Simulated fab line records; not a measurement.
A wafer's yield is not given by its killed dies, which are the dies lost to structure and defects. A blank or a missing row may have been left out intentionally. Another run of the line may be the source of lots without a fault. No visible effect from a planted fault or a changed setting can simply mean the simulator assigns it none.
fab line records	flow berkeley_cmos170
record lots=5	wafers=23
route steps=331 shown CONTACT@217 M1@244 V2@306 M3@327
start_h: start of the lot's first displayed wafer, in hours after the record's first day	wait_h: how many hours have passed since the lot's step before this one	" the same as in the row above	L1.1+2: one row covering several wafers at once	- no value present, or no start provided	* or withheld: withheld	< > ~ a bound
route shown NAME@n: NAME is a module with steps in the file, n the number in the route of the first one	usual: the fault-free wafers' mean and standard deviation	same: alike in all rows	chamber/n: place in a boat	sites: the reading at each site	_std_site: standard deviation across them	_edge_site: outer sites' mean less inner sites'	radius_mm: for every site, how far away it sits from the centre of the wafer	mask NAME#n: copy n	behind: the tool/chamber that last shaped the wafer	hold: reason for holding the lot/hours on hold/outcome of the hold	device: names the non-switching transistor (n, p or np)	end of line: tests run on the same wafers once the route is complete	a step given without rows: its recipe and nothing more	killed: at the first sort, the dies lost to defects and structure; wafer yield is something else	map: shows each die of a wafer: x if killed, . if not, _ if none is there
set.NAME: the setting the step ran with; set.NAME@STEP: the setting that earlier step ran with	model.NAME: the simulator's own value behind a step, which no gauge read
lots with deliberately changed settings; one table per step, one row per wafer
## steps
# step UCB170_CONTACT_CVD_01
# recipe material=PSG	target_thk_nm=700	temp_c=450	precursor=SiH4/O2/PH3	time_s=2820	pressure_mtorr=300	sih4_flow_sccm=60	o2_flow_sccm=90	ph3_flow_sccm=25
lot.wafer	tool	chamber	start_h	wait_h	set.time_s	model.PSG_of_CONTACT_CVD_01.thk_nm
L074.1	-	-	-	0.0	3006	750.5
L074.3	"	-	"	"	3006	756.4
L074.4	"	-	"	"	3006	759.2
L074.5	"	-	"	"	3006	753.2
L074.6	"	-	"	"	3006	760.5
L080.2	-	-	-	1.0	2820	713
L080.3	"	-	"	"	2820	711.6
L080.4	"	-	"	"	2820	707
L080.5	"	-	"	"	2820	712
L080.6	"	-	"	"	2820	709.5
L082.1	-	-	-	0.0	2943	733.8
L082.2	"	-	"	"	2943	734.5
L082.4	"	-	"	"	2943	736.2
L082.5	"	-	"	"	2943	742.7
L082.6	"	-	"	"	2943	734.8
L081.2	-	-	-	0.5	2820	702.1
L081.3	"	-	"	"	2820	697.9
L081.4	"	-	"	"	2820	696.7
L081.5	"	-	"	"	2820	699.9
L081.6	"	-	"	"	2820	702
L084.1	lpcvd-01	1	211.07	1.4	2820	699.1
L084.5	"	1	"	"	2820	696.1
L084.6	"	1	"	"	2820	697.7
# step UCB170_CONTACT_THK_MEAS_02
# recipe reads=PSG_of_CONTACT_CVD_01
# usual CONTACT_PSG_THK=705/6.5
lot.wafer	tool	chamber	start_h	wait_h	set.time_s@CONTACT_CVD_01	CONTACT_PSG_THK[nm]
L074.1	film_metro-03	-	-	-	3006	751
L074.3	"	-	"	"	3006	756
L074.4	"	-	"	"	3006	759
L074.5	"	-	"	"	3006	752
L074.6	"	-	"	"	3006	761
L080.2	film_metro-04	-	-	-	2820	713
L080.3	"	-	"	"	2820	711
L080.4	"	-	"	"	2820	706
L080.5	"	-	"	"	2820	712
L080.6	"	-	"	"	2820	710
L082.1	film_metro-04	-	-	-	2943	734
L082.2	"	-	"	"	2943	735
L082.4	"	-	"	"	2943	736
L082.5	"	-	"	"	2943	743
L082.6	"	-	"	"	2943	735
L084.1	film_metro-04	-	212.85	0.0	2820	699
L084.5	"	-	"	"	2820	696
L084.6	"	-	"	"	2820	698
L081.2	film_metro-01	-	-	-	2820	701
L081.3	"	-	"	"	2820	697
L081.4	"	-	"	"	2820	697
L081.5	"	-	"	"	2820	699
L081.6	"	-	"	"	2820	702
# step UCB170_CONTACT_ETCH_17
# recipe chemistry=N2/H2	target_depth_a=withheld	overetch_a=withheld	target=BARC	time_s=withheld	source_w=500	bias_w=100	pressure_mtorr=30	n2_flow_sccm=100	h2_flow_sccm=200
lot.wafer	tool	chamber	start_h	wait_h	set.bias_w
L074.1+4+5	rie_diel-01	0,2,2	177.34	0.0	109.2
L074.3+6	"	1,3	"	"	100
L080.2+3+5	rie_diel-04	1,3,2	203.19	0.0	100
L080.4+6	"	2,1	"	"	103.2
L082.1+4+5	rie_diel-02	2,3,0	214.55	0.0	94.11
L082.2+6	"	3,2	"	"	100
L081.2+3+5	rie_diel-02	2,0,2	217.05	0.0	100
L081.4+6	"	3,0	"	"	88.83
L084.1+5+6	rie_diel-04	3,3,2	217.41	0.0	100
# step UCB170_CONTACT_ETCH_18
# recipe chemistry=CHF3/CF4/Ar	target=PSG	stop_on=TiSi2	CHF3_flow_sccm=45	cf4_flow_sccm=15	Ar_flow_sccm=150	pressure_mtorr=200	rf_w=700	target_depth_a=8400	over_etch_frac=0.2	time_s=195
lot.wafer	tool	chamber	start_h	wait_h	set.time_s@CONTACT_CVD_01	model.CONTACT.feature_depth_nm	model.etch.depth_nm
L074.1	rie_diel-01	0	-	-	3006	750.5	750.5
L074.3	"	1	"	"	3006	756.4	756.4
L074.4	"	2	"	"	3006	759.2	759.2
L074.5	"	2	"	"	3006	753.2	753.2
L074.6	"	3	"	"	3006	760.5	760.5
L080.2	rie_diel-04	1	-	-	2820	713	713
L080.3	"	3	"	"	2820	711.6	711.6
L080.4	"	2	"	"	2820	707	707
L080.5	"	2	"	"	2820	712	712
L080.6	"	1	"	"	2820	709.5	709.5
L082.1	rie_diel-02	2	-	-	2943	733.8	733.8
L082.2	"	3	"	"	2943	734.5	734.5
L082.4	"	3	"	"	2943	736.2	736.2
L082.5	"	0	"	"	2943	742.7	742.7
L082.6	"	2	"	"	2943	734.8	734.8
L081.2	rie_diel-02	2	-	-	2820	702.1	702.1
L081.3	"	0	"	"	2820	697.9	697.9
L081.4	"	3	"	"	2820	696.7	696.7
L081.5	"	2	"	"	2820	699.9	699.9
L081.6	"	0	"	"	2820	702	702
L084.1	rie_diel-04	3	-	-	2820	699.1	699.1
L084.5	"	3	"	"	2820	696.1	696.1
L084.6	"	2	"	"	2820	697.7	697.7
# step UCB170_M1_EXPOSE_06
# recipe mask_id=METAL1	target_cd_nm=700	na=0.5	sigma_outer=0.6	source_shape=conventional	dose_mj=21
lot.wafer	tool	chamber	start_h	wait_h	mask	set.dose_mj
L074.1+4	krf_scanner-01	0	178.72	-	METAL1#0	21
L074.3+5+6	"	0	"	"	METAL1#0	20.31
L080.2+3+4+5+6	krf_scanner-02	0	204.46	-	METAL1#0	21
L082.1+5+6	krf_scanner-01	0	216.59	-	METAL1#0	21.43
L082.2+4	"	0	"	"	METAL1#0	21
L081.2+3+6	krf_scanner-02	0	219.94	-	METAL1#0	21
L081.4+5	"	0	"	"	METAL1#0	21.54
L084.1+5+6	krf_scanner-01	0	220.28	-	METAL1#0	21
# step UCB170_M1_PEB_07
# recipe peb_temp_c=130	peb_time_s=withheld	resist=KrF
# step UCB170_M1_DEVELOP_08
# recipe developer=TMAH	develop_time_s=45	resist=KrF	dev_temp_c=21
# step UCB170_M1_CD_MEAS_09
# recipe target_cd_nm=700
# usual cd_nm=699.8/1.4
lot.wafer	tool	chamber	start_h	wait_h	set.dose_mj@M1_EXPOSE_06	cd_nm
L074.1	cd_sem-02	-	179.11	-	21	700.7
L074.3	"	-	"	"	20.31	706.5
L074.4	"	-	"	"	21	701.2
L074.5	"	-	"	"	20.31	705.7
L074.6	"	-	"	"	20.31	707.9
L080.2	cd_sem-01	-	205.07	-	21	700.1
L080.3	"	-	"	"	21	699.1
L080.4	"	-	"	"	21	700.6
L080.5	"	-	"	"	21	699.5
L080.6	"	-	"	"	21	700.9
L082.1	cd_sem-02	-	217.80	-	21.43	697.4
L082.2	"	-	"	"	21	699.5
L082.4	"	-	"	"	21	700.7
L082.5	"	-	"	"	21.43	697.5
L082.6	"	-	"	"	21.43	695.7
L081.2	cd_sem-02	-	220.82	-	21	699.0
L081.3	"	-	"	"	21	698.5
L081.4	"	-	"	"	21.54	694.1
L081.5	"	-	"	"	21.54	695.1
L081.6	"	-	"	"	21	697.6
L084.1	cd_sem-02	-	221.08	-	21	698.3
L084.5	"	-	"	"	21	700.1
L084.6	"	-	"	"	21	699.6
# step UCB170_M1_ETCH_11
# recipe chemistry=N2/H2	target_depth_a=withheld	overetch_a=withheld	target=BARC	time_s=withheld	source_w=500	bias_w=100	pressure_mtorr=30	n2_flow_sccm=100	h2_flow_sccm=200
lot.wafer	tool	chamber	start_h	wait_h	set.dose_mj@M1_EXPOSE_06	model.M1.cd_nm
L074.1+4	rie_diel-03	1,3	179.26	0.0	21	701.2
L074.3	"	2	"	"	20.31	706.9
L074.5	"	1	"	"	20.31	705.9
L074.6	"	2	"	"	20.31	708.1
L080.2	rie_diel-04	2	205.21	0.0	21	699.4
L080.3	"	3	"	"	21	699
L080.4	"	1	"	"	21	700.4
L080.5	"	3	"	"	21	699.6
L080.6	"	2	"	"	21	700.6
L082.1+5	rie_diel-04	1,3	217.96	0.0	21.43	697.1
L082.2	"	0	"	"	21	699.1
L082.4	"	2	"	"	21	700
L082.6	"	0	"	"	21.43	695.5
L081.2	rie_diel-03	2	220.96	0.0	21	699.3
L081.3	"	0	"	"	21	698.3
L081.4	"	3	"	"	21.54	693.8
L081.5	"	2	"	"	21.54	695.4
L081.6	"	1	"	"	21	697.7
L084.1	rie_diel-01	1	221.23	0.0	21	698.2
L084.5	"	1	"	"	21	699.2
L084.6	"	0	"	"	21	699.7
# step UCB170_M1_METAL_ETCH_12
# recipe chemistry=Cl2/BCl3	target=Al	stop_on=PSG	pressure_mtorr=12	target_depth_a=7800	over_etch_frac=0.3	time_s=130	icp_w=600	bias_w=120	Cl2_flow_sccm=90	bcl3_flow_sccm=45
lot.wafer	tool	chamber	start_h	wait_h	set.icp_w	set.time_s@CONTACT_CVD_01	model.PSG_of_CONTACT_CVD_01.thk_nm	model.KrF_of_M1_COAT_04.thk_nm
L074.1	rie_metal-02	1	179.31	-	600	3006	712.2	424.5
L074.3	"	1	"	"	600	3006	718.2	423.8
L074.4	"	1	"	"	541.3	3006	723.5	457.8
L074.5	"	1	"	"	600	3006	714.8	425.5
L074.6	"	1	"	"	541.3	3006	725	461.6
L080.2	rie_metal-03	1	205.25	-	665.2	2820	670.9	385.4
L080.3	"	1	"	"	600	2820	674.4	431.9
L080.4	"	0	"	"	600	2820	667.7	410.8
L080.5	"	1	"	"	665.2	2820	670	386.1
L080.6	"	0	"	"	665.2	2820	666.6	369.1
L082.1	rie_metal-02	1	218.00	-	600	2943	695.8	435
L082.2	"	0	"	"	600	2943	696.4	428.8
L082.4	"	1	"	"	600	2943	698.2	432
L082.5	"	1	"	"	574.7	2943	706.3	449.8
L082.6	"	0	"	"	574.7	2943	698	448.2
L081.2	rie_metal-01	0	221.00	-	600	2820	663	426.3
L081.3	"	0	"	"	549.1	2820	662.1	458.6
L081.4	"	1	"	"	549.1	2820	662.4	471.8
L081.5	"	1	"	"	600	2820	662.5	435.7
L081.6	"	0	"	"	600	2820	662.8	422.4
L084.1	rie_metal-03	0	221.28	-	600	2820	660.1	423.4
L084.5	"	0	"	"	600	2820	656.6	418.2
L084.6	"	1	"	"	600	2820	660	431.3
# step UCB170_V2_ETCH_14
# recipe chemistry=CHF3/CF4/Ar	target=SiO2	stop_on=Al	CHF3_flow_sccm=45	cf4_flow_sccm=15	Ar_flow_sccm=150	pressure_mtorr=200	rf_w=700	target_depth_a=12500	over_etch_frac=0.25	time_s=291
lot.wafer	tool	chamber	start_h	wait_h	set.rf_w	model.KrF_of_V2_COAT_07.thk_nm
L074.1	rie_diel-02	1	189.69	0.0	621.3	629.7
L074.3	"	2	"	"	700	608
L074.4	"	3	"	"	621.3	623.6
L074.5	"	2	"	"	700	610.2
L074.6	"	1	"	"	700	614.5
L080.2	rie_diel-04	1	219.13	0.0	700	617.5
L080.3	"	2	"	"	700	609.8
L080.4	"	3	"	"	757.2	603.7
L080.5	"	1	"	"	757.2	608.4
L080.6	"	2	"	"	700	610
L082.1	rie_diel-04	0	227.63	0.0	628.2	623.6
L082.2	"	1	"	"	700	609.6
L082.4	"	3	"	"	628.2	618.9
L082.5	"	2	"	"	700	601.4
L082.6	"	1	"	"	700	608.7
L081.2	rie_diel-02	3	230.89	0.0	700	609.1
L081.3	"	2	"	"	700	608
L081.4	"	1	"	"	700	611.3
L081.5	"	3	"	"	700	607.7
L081.6	"	0	"	"	700	607.6
L084.1	rie_diel-02	0	233.64	0.0	700	607.3
L084.5	"	3	"	"	700	604
L084.6	"	2	"	"	700	610.1
# step UCB170_V2_STRIP_15
# recipe chemistry=O2	power_w=400	pressure_mtorr=3500	platen_temp_c=withheld	o2_flow_sccm=400	overash_fraction=0.5
# usual strip_time_to_endpoint_s=15.32/0.11
lot.wafer	tool	chamber	start_h	wait_h	set.rf_w@V2_ETCH_14	strip_time_to_endpoint_s
L074.1	plasma_asher-03	1	189.87	0.1	621.3	15.78
L074.3	"	0	"	"	700	15.26
L074.4	"	1	"	"	621.3	15.63
L074.5	"	0	"	"	700	15.32
L074.6	"	1	"	"	700	15.41
L080.2	plasma_asher-03	1	219.30	0.1	700	15.49
L080.3	"	1	"	"	700	15.33
L080.4	"	0	"	"	757.2	15.16
L080.5	"	1	"	"	757.2	15.26
L080.6	"	0	"	"	700	15.30
L082.1	plasma_asher-02	0	227.80	0.1	628.2	15.62
L082.2	"	1	"	"	700	15.29
L082.4	"	1	"	"	628.2	15.52
L082.5	"	0	"	"	700	15.13
L082.6	"	1	"	"	700	15.27
L081.2	plasma_asher-01	1	231.07	0.1	700	15.28
L081.3	"	1	"	"	700	15.27
L081.4	"	0	"	"	700	15.34
L081.5	"	1	"	"	700	15.24
L081.6	"	0	"	"	700	15.25
L084.1	plasma_asher-01	1	233.82	0.1	700	15.25
L084.5	"	0	"	"	700	15.17
L084.6	"	1	"	"	700	15.31
# step UCB170_M3_METAL_ETCH_18
# recipe chemistry=Cl2/BCl3	target=Al	stop_on=SiO2	pressure_mtorr=12	target_depth_a=11700	over_etch_frac=0.3	time_s=195	icp_w=600	bias_w=120	Cl2_flow_sccm=90	bcl3_flow_sccm=45
# usual oes_product_au=0.854/0.017
lot.wafer	tool	chamber	start_h	wait_h	set.time_s	oes_product_au	model.KrF_of_M3_COAT_10.thk_nm	model.SiO2_of_V2_CVD_00.thk_nm
L074.1	rie_metal-04	1	194.08	-	195	0.882	198.1	937.8
L074.3	"	1	"	"	186.2	0.893	238.8	940.7
L074.4	"	0	"	"	195	0.868	187	936.3
L074.5	"	0	"	"	186.2	0.884	223.5	939
L074.6	"	1	"	"	195	0.867	203.8	939.1
L080.2	rie_metal-04	1	222.24	-	167.2	0.954	299.6	945
L080.3	"	1	"	"	167.2	0.961	302.7	947.6
L080.4	"	0	"	"	195	0.853	186.4	937.5
L080.5	"	1	"	"	167.2	0.968	304.8	945.8
L080.6	"	0	"	"	195	0.850	187.2	938.4
L082.1	rie_metal-03	1	231.87	-	195	0.839	217.2	940.2
L082.2	"	0	"	"	186.5	0.860	223.3	938.1
L082.4	"	1	"	"	186.5	0.868	252.4	943.9
L082.5	"	1	"	"	195	0.843	220.1	939.1
L082.6	"	0	"	"	195	0.840	196.9	937
L081.2	rie_metal-04	1	234.83	-	195	0.870	202	940.5
L081.3	"	0	"	"	195	0.856	189	937.1
L081.4	"	1	"	"	170.9	0.956	287.8	946.5
L081.5	"	0	"	"	170.9	0.926	277.1	945.8
L081.6	"	1	"	"	195	0.872	204.8	938.7
L084.1	rie_metal-03	0	236.98	-	195	0.843	185.6	935.5
L084.5	"	1	"	"	195	0.835	213.9	937.6
L084.6	"	0	"	"	195	0.839	184.7	936.5
# step UCB170_M3_STRIP_19
# recipe chemistry=O2	power_w=400	pressure_mtorr=3500	platen_temp_c=withheld	o2_flow_sccm=400	overash_fraction=0.5
# usual oes_product_au=0.529/0.012
lot.wafer	tool	chamber	start_h	wait_h	set.time_s@M3_METAL_ETCH_18	oes_product_au
L074.1	plasma_asher-02	1	194.41	0.2	195	0.530
L074.3	"	0	"	"	186.2	0.583
L074.4	"	1	"	"	195	0.516
L074.5	"	0	"	"	186.2	0.546
L074.6	"	1	"	"	195	0.530
L080.2	plasma_asher-01	1	222.43	0.1	167.2	0.629
L080.3	"	1	"	"	167.2	0.638
L080.4	"	0	"	"	195	0.516
L080.5	"	0	"	"	167.2	0.650
L080.6	"	1	"	"	195	0.515
L082.1	plasma_asher-01	0	232.06	0.1	195	0.554
L082.2	"	1	"	"	186.5	0.557
L082.4	"	1	"	"	186.5	0.584
L082.5	"	0	"	"	195	0.554
L082.6	"	1	"	"	195	0.533
L081.2	plasma_asher-04	0	235.02	0.1	195	0.534
L081.3	"	1	"	"	195	0.516
L081.4	"	0	"	"	170.9	0.611
L081.5	"	1	"	"	170.9	0.605
L081.6	"	0	"	"	195	0.542
L084.1	plasma_asher-04	1	237.17	0.1	195	0.514
L084.5	"	0	"	"	195	0.548
L084.6	"	1	"	"	195	0.510
## key
split step=UCB170_CONTACT_CVD_01	setting=time_s	stated=2820	by=lot
response step=UCB170_CONTACT_CVD_01	reading=model.PSG_of_CONTACT_CVD_01.thk_nm	change=+7.87	per=1%	r=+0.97
response step=UCB170_CONTACT_THK_MEAS_02	reading=CONTACT_PSG_THK	change=+7.88	per=1%	r=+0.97
response step=UCB170_CONTACT_ETCH_18	reading=model.CONTACT.feature_depth_nm	change=+7.87	per=1%	r=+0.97
response step=UCB170_CONTACT_ETCH_18	reading=model.etch.depth_nm	change=+7.87	per=1%	r=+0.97
response step=UCB170_M1_METAL_ETCH_12	reading=model.PSG_of_CONTACT_CVD_01.thk_nm	change=+8.14	per=1%	r=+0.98
split step=UCB170_CONTACT_ETCH_17	setting=bias_w	stated=100	by=wafer
response none clear
split step=UCB170_M1_EXPOSE_06	setting=dose_mj	stated=21	by=wafer
response step=UCB170_M1_CD_MEAS_09	reading=cd_nm	change=-1.62	per=1%	r=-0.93
response step=UCB170_M1_ETCH_11	reading=model.M1.cd_nm	change=-1.61	per=1%	r=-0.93
split step=UCB170_M1_METAL_ETCH_12	setting=icp_w	stated=600	by=wafer
response step=UCB170_M1_METAL_ETCH_12	reading=model.KrF_of_M1_COAT_04.thk_nm	change=-3.88	per=1%	r=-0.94
split step=UCB170_V2_ETCH_14	setting=rf_w	stated=700	by=wafer
response step=UCB170_V2_ETCH_14	reading=model.KrF_of_V2_COAT_07.thk_nm	change=-1.27	per=1%	r=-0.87
response step=UCB170_V2_STRIP_15	reading=strip_time_to_endpoint_s	change=*	per=1%	r=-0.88
split step=UCB170_M3_METAL_ETCH_18	setting=time_s	stated=195	by=wafer
response step=UCB170_M3_METAL_ETCH_18	reading=oes_product_au	change=-0.00672	per=1%	r=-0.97
response step=UCB170_M3_METAL_ETCH_18	reading=model.KrF_of_M3_COAT_10.thk_nm	change=-7.48	per=1%	r=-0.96
response step=UCB170_M3_METAL_ETCH_18	reading=model.SiO2_of_V2_CVD_00.thk_nm	change=-0.575	per=1%	r=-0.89
response step=UCB170_M3_STRIP_19	reading=oes_product_au	change=-0.00758	per=1%	r=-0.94
